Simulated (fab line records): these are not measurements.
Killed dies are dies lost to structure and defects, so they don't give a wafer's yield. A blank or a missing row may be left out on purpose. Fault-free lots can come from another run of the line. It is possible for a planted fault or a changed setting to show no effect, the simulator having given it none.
fab line records    flow berkeleyCmos170
record lots=6  wafers=18  lastDay=12
route steps=331 shown PLDD@151 NLDD@158
lots with no fault: from the same line, run without faults
startH: start of the lot's first displayed wafer, in hours after the record's first day    waitH: time in hours since the lot's previous step    " identical to the entry in the row above    L1.1+2: several wafers, shown together as one row    - either no value or no given start    * or withheld: withheld    < > ~ a bound
route shown NAME@n: names a module that has steps shown in the file, with the first one's number in the route    usual: average and standard deviation across the fault-free wafers    same: alike in all rows    chamber/n: place in a boat    sites: per-site readings    _std_site: the standard deviation of these    _edge_site: mean of outer sites minus mean of inner sites    radiusMm: how far each site lies from the wafer's centre    mask NAME#n: copy n    behind: tool/chamber where the wafer was last shaped    hold: why the lot was held/for how many hours/how that ended    device: whichever transistor did not switch (one of n, p or np)    end of line: tests run on the same wafers once the route is complete    where a step has no rows: the recipe by itself    killed: dies lost to structure and defects at the first sort, not the wafer's yield    map: dies across one wafer; x = killed, . = not, _ = none there
set.NAME: setting as actually run; set.NAME@STEP: the setting as run at that earlier step    model.NAME: the simulator's own value behind a step, which no gauge read
certain route steps with their lots: each step a table, each wafer a row
services: when a tool's chamber went out of use (startH, in hours from the record's first day, below 0 if earlier), for how many hours, and the reason
## steps
# step UCB170_PLDD_CD_MEAS_06
# recipe targetCdNm=1200
# usual cdNm=1199.9/1.3
lot.wafer  tool      chamber  startH  waitH  cdNm
L819.2     cdSem-01  -        139.49  -      1199.7
L819.4     "         -        "       "      1200.0
L819.6     "         -        "       "      1199.6
L825.3     cdSem-02  -        147.18  -      1199.7
L825.4     "         -        "       "      1200.3
L825.6     "         -        "       "      1199.8
L831.1     cdSem-02  -        188.56  -      1201.2
L831.2     "         -        "       "      1201.4
L831.5     "         -        "       "      1201.0
L835.3     cdSem-02  -        220.63  -      1201.5
L835.4     "         -        "       "      1201.2
L835.5     "         -        "       "      1201.4
L839.2     cdSem-02  -        236.71  -      1202.7
L839.4     "         -        "       "      1201.6
L839.6     "         -        "       "      1201.6
L840.3     cdSem-01  -        236.97  -      1199.5
L840.5     "         -        "       "      1198.5
L840.6     "         -        "       "      1198.6
# step UCB170_PLDD_OVL_MEAS_07
# usual PLDD_OVL=0/4.8
lot.wafer  tool        chamber  startH  waitH  PLDD_OVL[nm]
L819.2     overlay-01  -        139.60  0.1    9
L819.4     "           -        "       "      3
L819.6     "           -        "       "      4
L825.3     overlay-02  -        147.27  0.1    7
L825.4     "           -        "       "      10
L825.6     "           -        "       "      9
L831.1     overlay-01  -        188.68  0.1    4
L831.2     "           -        "       "      -4
L831.5     "           -        "       "      -4
L835.3     overlay-01  -        220.72  0.1    -1
L835.4     "           -        "       "      1
L835.5     "           -        "       "      -5
L839.2     overlay-02  -        236.81  0.1    -6
L839.4     "           -        "       "      -9
L839.6     "           -        "       "      -10
L840.3     overlay-01  -        237.06  0.1    4
L840.5     "           -        "       "      6
L840.6     "           -        "       "      2
# step UCB170_PLDD_IMPLANT_08
# recipe species=BF2  doseCm2=5e+13  energyKev=10  tiltDeg=7  rotationDeg=0
# step UCB170_PLDD_IMPLANT_09
# recipe species=BF2  doseCm2=5e+13  energyKev=10  tiltDeg=7  rotationDeg=180
# step UCB170_PLDD_STRIP_10
# recipe chemistry=O2  powerW=400  pressureMtorr=3500  platenTempC=withheld  o2FlowSccm=400  overashFraction=0.5
# usual drypumpMotorCurrentA=6.0/0.61  oesProductAu=0.734/0.0045  stripTimeToEndpointS=21.63/0.064
lot.wafer  tool            chamber  startH  waitH  drypumpMotorCurrentA  oesProductAu  rfHoursCounterH  stripTimeToEndpointS
L819.2     plasmaAsher-04  1        139.95  0.1    6.1                   0.741         3                21.58
L819.4     "               0        "       "      6.4                   0.733         -                21.58
L819.6     "               0        "       "      6.4                   0.735         -                21.51
L825.3     plasmaAsher-03  0        147.63  0.1    5.2                   0.723         -                21.62
L825.4     "               1        "       "      6.8                   0.734         -                21.64
L825.6     "               1        "       "      6.7                   0.733         -                21.68
L831.1     plasmaAsher-04  1        189.02  0.1    6.1                   0.738         9                21.57
L831.2     "               0        "       "      6.4                   0.730         9                21.53
L831.5     "               1        "       "      6.1                   0.731         -                21.54
L835.3     plasmaAsher-04  1        221.08  0.1    6.1                   0.727         -                21.57
L835.4     "               0        "       "      6.4                   0.734         -                21.51
L835.5     "               0        "       "      6.4                   0.735         -                21.56
L839.2     plasmaAsher-03  0        237.14  0.1    5.1                   0.734         53               21.63
L839.4     "               1        "       "      6.7                   0.730         -                21.67
L839.6     "               0        "       "      5.2                   0.723         -                21.70
L840.3     plasmaAsher-04  1        237.42  0.1    6.1                   0.734         -                21.51
L840.5     "               1        "       "      6.1                   0.737         -                21.55
L840.6     "               0        "       "      6.4                   0.740         -                21.56
# step UCB170_PLDD_TW_MEAS_11
# usual PLDD_TW=1012/7.6
lot.wafer  tool          chamber  startH  waitH  PLDD_TW
L819.2     filmMetro-03  -        140.06  0.1    1013
L819.4     "             -        "       "      1010
L819.6     "             -        "       "      1016
L825.3     filmMetro-03  -        147.71  0.1    1001
L825.4     "             -        "       "      1004
L825.6     "             -        "       "      1002
L831.1     filmMetro-03  -        189.12  0.1    1009
L831.2     "             -        "       "      1012
L831.5     "             -        "       "      1009
L835.3     filmMetro-02  -        221.17  0.1    1024
L835.4     "             -        "       "      1017
L835.5     "             -        "       "      1017
L839.2     filmMetro-04  -        237.25  0.1    1003
L839.4     "             -        "       "      1001
L839.6     "             -        "       "      1006
L840.3     filmMetro-04  -        237.50  0.1    1001
L840.5     "             -        "       "      1007
L840.6     "             -        "       "      1008
# step UCB170_PLDD_CLEAN_12
# recipe chemistry=SPM  tempC=120  timeS=600
# step UCB170_NLDD_HMDS_00
# recipe primeTimeS=60  primeTempC=100
# step UCB170_NLDD_COAT_01
# recipe resist=KrF  spinRpm=1500  resistThkNm=900
# step UCB170_NLDD_SOFTBAKE_02
# recipe resist=KrF  tempC=130  timeS=60
# step UCB170_NLDD_EXPOSE_03
# recipe maskId=NSELECT  na=0.5  sigmaOuter=0.6  sourceShape=conventional  targetCdNm=1200  doseMj=30
# step UCB170_NLDD_PEB_04
# recipe pebTempC=130  pebTimeS=withheld  resist=KrF
# step UCB170_NLDD_DEVELOP_05
# recipe developer=TMAH  developTimeS=45  resist=KrF  devTempC=21
lot.wafer   tool           chamber  startH  waitH
L819.2+4+6  lithoTrack-04  0        142     -
L825.3+4+6  lithoTrack-02  0        148     -
L831.1+2+5  lithoTrack-01  0        190     -
L835.3+4+5  lithoTrack-01  0        222     -
L839.2+4+6  lithoTrack-01  0        238     -
L840.3+5+6  lithoTrack-04  0        239     -
# step UCB170_NLDD_OVL_MEAS_07
# usual NLDD_OVL=-1/5.3
lot.wafer  tool        chamber  startH  waitH  NLDD_OVL[nm]
L819.2     overlay-01  -        142.38  0.1    5
L819.4     "           -        "       "      7
L819.6     "           -        "       "      4
L825.3     overlay-02  -        149.21  0.1    -6
L825.4     "           -        "       "      -6
L825.6     "           -        "       "      -1
L831.1     overlay-01  -        190.44  0.1    -11
L831.2     "           -        "       "      -5
L831.5     "           -        "       "      -4
L835.3     overlay-02  -        223.07  0.1    1
L835.4     "           -        "       "      -6
L835.5     "           -        "       "      -5
L839.2     overlay-01  -        238.85  0.1    1
L839.4     "           -        "       "      -6
L839.6     "           -        "       "      -1
L840.3     overlay-01  -        239.36  0.1    -1
L840.5     "           -        "       "      1
L840.6     "           -        "       "      -4
# step UCB170_NLDD_IMPLANT_08
# recipe species=As  doseCm2=5e+13  energyKev=30  tiltDeg=7  rotationDeg=0
# step UCB170_NLDD_IMPLANT_09
# recipe species=As  doseCm2=5e+13  energyKev=30  tiltDeg=7  rotationDeg=180
# step UCB170_NLDD_STRIP_10
# recipe chemistry=O2  powerW=400  pressureMtorr=3500  platenTempC=withheld  o2FlowSccm=400  overashFraction=0.5
# usual drypumpMotorCurrentA=5.7/0.54  oesProductAu=0.735/0.0047  stripTimeToEndpointS=21.64/0.059
lot.wafer  tool            chamber  startH  waitH  drypumpMotorCurrentA  oesProductAu  rfHoursCounterH  stripTimeToEndpointS
L819.2     plasmaAsher-02  1        142.71  0.1    5.6                   0.729         33               21.69
L819.4     "               1        "       "      5.6                   0.738         -                21.69
L819.6     "               1        "       "      5.6                   0.738         -                21.70
L825.3     plasmaAsher-03  0        149.57  0.1    5.1                   0.738         -                21.54
L825.4     "               1        "       "      6.7                   0.737         -                21.64
L825.6     "               0        "       "      5.1                   0.728         -                21.63
L831.1     plasmaAsher-03  1        190.78  0.1    6.7                   0.733         49               21.62
L831.2     "               0        "       "      5.2                   0.738         49               21.59
L831.5     "               0        "       "      5.2                   0.741         -                21.55
L835.3     plasmaAsher-01  1        223.43  0.1    5.2                   0.739         -                21.79
L835.4     "               0        "       "      5.5                   0.735         -                21.81
L835.5     "               0        "       "      5.5                   0.748         -                21.80
L839.2     plasmaAsher-03  0        239.18  0.1    5.1                   0.732         54               21.70
L839.4     "               0        "       "      5.1                   0.738         -                21.70
L839.6     "               1        "       "      6.7                   0.734         -                21.67
L840.3     plasmaAsher-02  0        239.72  0.1    6.0                   0.733         -                21.69
L840.5     "               0        "       "      6.0                   0.738         -                21.73
L840.6     "               1        "       "      5.6                   0.739         -                21.71
# step UCB170_NLDD_TW_MEAS_11
# usual NLDD_TW=2221/15
lot.wafer  tool          chamber  startH  waitH  NLDD_TW
L819.2     filmMetro-03  -        142.82  0.1    2218
L819.4     "             -        "       "      2218
L819.6     "             -        "       "      2230
L825.3     filmMetro-04  -        149.66  0.1    2205
L825.4     "             -        "       "      2218
L825.6     "             -        "       "      2213
L831.1     filmMetro-04  -        190.88  0.1    2217
L831.2     "             -        "       "      2204
L831.5     "             -        "       "      2218
L835.3     filmMetro-03  -        223.51  0.1    30
L835.4     "             -        "       "      30
L835.5     "             -        "       "      30
L839.2     filmMetro-03  -        239.29  0.1    30
L839.4     "             -        "       "      30
L839.6     "             -        "       "      30
L840.3     filmMetro-02  -        239.81  0.1    2227
L840.5     "             -        "       "      2235
L840.6     "             -        "       "      2239
# step UCB170_NLDD_CLEAN_12
# recipe chemistry=SPM  tempC=120  timeS=600
## services
tool            chamber  startH  hours  kind
plasmaAsher-04  0        117.75  -      clean
plasmaAsher-04  1        117.75  -      clean
plasmaAsher-02  -        128.38  2.2    repair
plasmaAsher-02  -        134.88  3.7    repair
## key
firstSign step=UCB170_NLDD_TW_MEAS_11  reading=NLDD_TW  direction=down  sigmas=99+  usual=2221  struck=30  through=controlLoop
effect none on later readings
metAt UCB170_NLDD_DEVELOP_05
struckWafers L835.3,L835.4,L835.5,L839.2,L839.4,L839.6
sortLeftOut L835.3,L835.4,L835.5,L839.2,L839.4,L839.6
testerLeftOut L835,L839
loopTrim step=UCB170_NLDD_EXPOSE_03  setting=dose  lots=L839
onsetBetween 190 222
fault kind=processParameterDrift  tool=lithoTrack-01  chamber=-  onsetH=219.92  steps=UCB170_NLDD_DEVELOP_05  channel=developTimeS  offset=*  shape=step  endH=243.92  actsIn=*  stated=*
# testerLeftOut: of these lots the tester's yield and bins aren't shown, on N5 and GAA mostly nor the transistor test; their killed dies are dies lost to structure and defects alone, not to doping, threshold or leakage, so they don't give the yield
# sortLeftOut: the simulated sort isn't trusted on such a fault, so these wafers' sort isn't shown, and their yield isn't known
# loopTrim: a control loop set the setting to another value than it would have without faults
